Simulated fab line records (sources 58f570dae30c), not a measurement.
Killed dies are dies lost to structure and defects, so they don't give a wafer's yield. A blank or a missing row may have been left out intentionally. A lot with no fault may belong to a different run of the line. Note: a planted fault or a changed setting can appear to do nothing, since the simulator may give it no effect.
What tool caused it? / flow berkeley cmos170 / Sampling: 15 lots, 45 wafers, 3 of 331 route steps

== WHAT THE GAUGES READ, wafer by wafer ==
UCB170_SACOX_THK_MEAS_02. Usual: SACOX_OXIDE_THK typically reads 14.32 nm, with standard deviation 0.28.
lot=L869; measured=day 6 04:20; on=film metro-03; SACOX_OXIDE_THK (nm)=13.84 13.96 13.71; flag=
lot=L870; measured=day 6 09:35; on=film metro-01; SACOX_OXIDE_THK (nm)=14.36 14.38 14.47; flag=
lot=L871; measured=day 6 22:57; on=film metro-04; SACOX_OXIDE_THK (nm)=13.64 13.83 13.86; flag=
lot=L872; measured=day 6 22:58; on=film metro-01; SACOX_OXIDE_THK (nm)=14.08 14.33 14.08; flag=
lot=L873; measured=day 6 22:58; on=film metro-03; SACOX_OXIDE_THK (nm)=14.72 14.53 14.56; flag=
lot=L874; measured=day 7 11:01; on=film metro-01; SACOX_OXIDE_THK (nm)=14.62 14.44 14.51; flag=
lot=L881; measured=day 8 06:49; on=film metro-03; SACOX_OXIDE_THK (nm)=13.97 14.00 14.30; flag=
lot=L880; measured=day 8 06:50; on=film metro-04; SACOX_OXIDE_THK (nm)=14.71 14.48 14.67; flag=
lot=L883; measured=day 8 18:56; on=film metro-03; SACOX_OXIDE_THK (nm)=14.03 14.23 14.12; flag=
lot=L884; measured=day 8 18:56; on=film metro-01; SACOX_OXIDE_THK (nm)=14.01 13.81 13.83; flag=
lot=L886; measured=day 9 18:44; on=film metro-03; SACOX_OXIDE_THK (nm)=14.39 14.55 14.47; flag=
lot=L887; measured=day 9 18:44; on=film metro-01; SACOX_OXIDE_THK (nm)=14.30 14.11 14.55; flag=
lot=L889; measured=day 9 18:48; on=film metro-01; SACOX_OXIDE_THK (nm)=14.54 14.33 14.46; flag=
lot=L890; measured=day 10 17:37; on=film metro-03; SACOX_OXIDE_THK (nm)=14.58 14.51 14.38; flag=
lot=L891; measured=day 10 17:37; on=film metro-01; SACOX_OXIDE_THK (nm)=14.31 14.14 14.45; flag=

UCB170_M1_CD_MEAS_09: target cd 700 nm. Usual: 700.5 nm for cd nm, sd 1.4.
lot=L869; measured=day 8 11:55; on=cd sem-01; cd nm (nm)=703.1 701.5 701.7; flag=
lot=L870; measured=day 8 21:13; on=cd sem-02; cd nm (nm)=700.5 700.9 701.8; flag=
lot=L874; measured=day 9 12:02; on=cd sem-01; cd nm (nm)=701.2 702.4 701.1; flag=
lot=L881; measured=day 10 12:33; on=cd sem-01; cd nm (nm)=701.8 702.0 701.3; flag=
lot=L880; measured=day 10 10:56; on=cd sem-02; cd nm (nm)=702.1 699.0 701.4; flag=
lot=L883; measured=day 11 02:52; on=cd sem-01; cd nm (nm)=700.0 701.2 698.4; flag=
lot=L884; measured=day 11 05:04; on=cd sem-01; cd nm (nm)=702.2 701.5 702.7; flag=
lot=L886; measured=day 12 02:50; on=cd sem-01; cd nm (nm)=699.3 701.0 699.8; flag=
lot=L887; measured=day 12 02:13; on=cd sem-01; cd nm (nm)=698.1 699.2 699.2; flag=
lot=L889; measured=day 12 03:41; on=cd sem-02; cd nm (nm)=700.7 699.2 700.2; flag=
lot=L890; measured=day 12 23:00; on=cd sem-02; cd nm (nm)=699.8 700.1 699.3; flag=
lot=L891; measured=day 12 23:23; on=cd sem-02; cd nm (nm)=701.3 700.3 700.3; flag=

== EACH LOT AND THE TOOL THAT RAN IT (in order: tool; ch and the chambers of the sampled wafers; start) ==
lot=L869; UCB170_BACKSIDE_STRIP_03=plasma asher-02 ch 0,1, day 8 04:30
lot=L870; UCB170_BACKSIDE_STRIP_03=plasma asher-02 ch 0,1, day 8 10:30
lot=L871; UCB170_BACKSIDE_STRIP_03=plasma asher-02 ch 0,1, day 8 18:52
lot=L872; UCB170_BACKSIDE_STRIP_03=plasma asher-04 ch 0,1, day 8 19:19
lot=L873; UCB170_BACKSIDE_STRIP_03=plasma asher-02 ch 0,1, day 8 18:01
lot=L874; UCB170_BACKSIDE_STRIP_03=plasma asher-03 ch 0,1, day 9 04:46
lot=L881; UCB170_BACKSIDE_STRIP_03=plasma asher-03 ch 0,1, day 10 03:50
lot=L880; UCB170_BACKSIDE_STRIP_03=plasma asher-02 ch 0,1, day 10 03:23
lot=L883; UCB170_BACKSIDE_STRIP_03=plasma asher-02 ch 0,1, day 10 19:26
lot=L884; UCB170_BACKSIDE_STRIP_03=plasma asher-03 ch 0,1, day 10 19:43
lot=L886; UCB170_BACKSIDE_STRIP_03=plasma asher-02 ch 0,1, day 11 17:32
lot=L887; UCB170_BACKSIDE_STRIP_03=plasma asher-03 ch 0,1, day 11 17:05
lot=L889; UCB170_BACKSIDE_STRIP_03=plasma asher-04 ch 0,1, day 11 18:16
lot=L890; UCB170_BACKSIDE_STRIP_03=plasma asher-02 ch 0,1, day 12 14:28
lot=L891; UCB170_BACKSIDE_STRIP_03=plasma asher-04 ch 0,1, day 12 15:14
- UCB170_BACKSIDE_STRIP_03: strips in O2.

== AS READ BY THE TOOLS THEMSELVES (means over the sampled wafers that have a number; for cases with no such wafer, the mark the record gives instead) ==
UCB170_BACKSIDE_STRIP_03. Usual: chamber pressure mTorr 3500 mTorr, standard deviation 3.1; drypump motor current A 5.61 A, standard deviation 0.3; oes product au 0.734 a.u., standard deviation 0.0045; strip time to endpoint s 21.98 s, standard deviation 0.066.
lot=L869; tool=plasma asher-02; chamber pressure mTorr (mTorr)=3499; drypump motor current A (A)=5.54; oes product au (a.u.)=0.731; strip time to endpoint s (s)=21.99; flag=
lot=L870; tool=plasma asher-02; chamber pressure mTorr (mTorr)=3496; drypump motor current A (A)=5.54; oes product au (a.u.)=0.735; strip time to endpoint s (s)=21.97; flag=
lot=L871; tool=plasma asher-02; chamber pressure mTorr (mTorr)=-; drypump motor current A (A)=-; oes product au (a.u.)=-; strip time to endpoint s (s)=-; flag=OFF
lot=L872; tool=plasma asher-04; chamber pressure mTorr (mTorr)=-; drypump motor current A (A)=-; oes product au (a.u.)=-; strip time to endpoint s (s)=-; flag=OFF
lot=L873; tool=plasma asher-02; chamber pressure mTorr (mTorr)=-; drypump motor current A (A)=-; oes product au (a.u.)=-; strip time to endpoint s (s)=-; flag=OFF
lot=L874; tool=plasma asher-03; chamber pressure mTorr (mTorr)=3498; drypump motor current A (A)=5.96; oes product au (a.u.)=0.733; strip time to endpoint s (s)=22.03; flag=
lot=L881; tool=plasma asher-03; chamber pressure mTorr (mTorr)=3500; drypump motor current A (A)=5.98; oes product au (a.u.)=0.733; strip time to endpoint s (s)=22.06; flag=
lot=L880; tool=plasma asher-02; chamber pressure mTorr (mTorr)=3504; drypump motor current A (A)=5.55; oes product au (a.u.)=0.734; strip time to endpoint s (s)=22.04; flag=
lot=L883; tool=plasma asher-02; chamber pressure mTorr (mTorr)=3501; drypump motor current A (A)=5.57; oes product au (a.u.)=0.737; strip time to endpoint s (s)=21.98; flag=
lot=L884; tool=plasma asher-03; chamber pressure mTorr (mTorr)=3499; drypump motor current A (A)=6.00; oes product au (a.u.)=0.734; strip time to endpoint s (s)=22.08; flag=
lot=L886; tool=plasma asher-02; chamber pressure mTorr (mTorr)=3499; drypump motor current A (A)=5.57; oes product au (a.u.)=0.732; strip time to endpoint s (s)=22.02; flag=
lot=L887; tool=plasma asher-03; chamber pressure mTorr (mTorr)=3500; drypump motor current A (A)=5.95; oes product au (a.u.)=0.731; strip time to endpoint s (s)=21.95; flag=
lot=L889; tool=plasma asher-04; chamber pressure mTorr (mTorr)=3503; drypump motor current A (A)=5.15; oes product au (a.u.)=0.731; strip time to endpoint s (s)=21.82; flag=
lot=L890; tool=plasma asher-02; chamber pressure mTorr (mTorr)=3501; drypump motor current A (A)=5.58; oes product au (a.u.)=0.734; strip time to endpoint s (s)=21.93; flag=
lot=L891; tool=plasma asher-04; chamber pressure mTorr (mTorr)=3498; drypump motor current A (A)=5.18; oes product au (a.u.)=0.734; strip time to endpoint s (s)=21.91; flag=

== THE ANSWER, worked out from the rows above alone ==
Rule: lot off if the mean of its wafers having a number is beyond 3 standard deviations from the usual mean. Also off: a lot with no number at a reading for which 4 or more lots have one. All remaining lots with rows at the step are treated as sound. First the gauges in route order, then the tools' own readings, where a lot's mean is used as printed above. At the first step where some lot is off, the reading lying furthest off is the one used; lots without a number count as furthest.
Off: L871, L872, L873, at UCB170_BACKSIDE_STRIP_03 (chamber pressure mTorr). Without a number there: L871, L872, L873.
A tool fits if, at that step or a process step before it, it ran every lot that is off, and no sound lot after the first of them. Not one of the candidates tried fits.

== WHAT THE SIMULATOR PUT IN ==
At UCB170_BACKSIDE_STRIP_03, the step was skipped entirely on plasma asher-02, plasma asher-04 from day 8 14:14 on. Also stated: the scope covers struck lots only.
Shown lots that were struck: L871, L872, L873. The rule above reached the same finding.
